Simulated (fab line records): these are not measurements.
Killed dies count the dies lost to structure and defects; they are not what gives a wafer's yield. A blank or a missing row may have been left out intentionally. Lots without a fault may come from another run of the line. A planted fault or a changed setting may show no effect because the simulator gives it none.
Chamber matching    flow berkeley-cmos170    rie-diel-02 running UCB170_M2_ETCH_17: 4 sister chambers
The step etches BARC in N2/H2. 4 wafers are shown with their chamber, then 7 later ones without.

## WAFERS, EACH WITH ITS CHAMBER
wafer   chamber  drypump-motor-current-A (A)
L846.2  1        5.5
L846.4  0        5.9
L845.2  2        6.4
L845.4  3        5.5

## WAFERS MISSING THEIR CHAMBER
wafer   drypump-motor-current-A (A)
L845.5  5.5
L848.3  6.4
L848.5  5.9
L848.6  5.5
L851.2  5.6
L851.3  5.9
L851.6  6.4

## WHICH CHAMBER EACH WENT THROUGH
wafer   from the rows above      in truth
L845.5  can't be placed: 1 or 3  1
L848.3  2                        2
L848.5  0                        0
L848.6  can't be placed: 1 or 3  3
L851.2  can't be placed: 1 or 3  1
L851.3  0                        0
L851.6  2                        2
Placed correctly: 4 of 7. Not placeable from these rows: 3 (in 3, the candidates include the true chamber). Wrongly placed: 0.
How it was worked out, from the rows above alone: a wafer's distance from a chamber is the root of the sum, over the readings, of the square of ((its reading less the chamber's mean) divided by the reading's scatter). The wafer belongs to the nearest chamber; if the next one is less than 2 further off, it can't be placed. For every chamber, the mean is computed from those of its wafers that are shown. The scatter: with one shown wafer a chamber, the root of the mean of the squares of how far each hidden wafer lies from its nearest shown one.
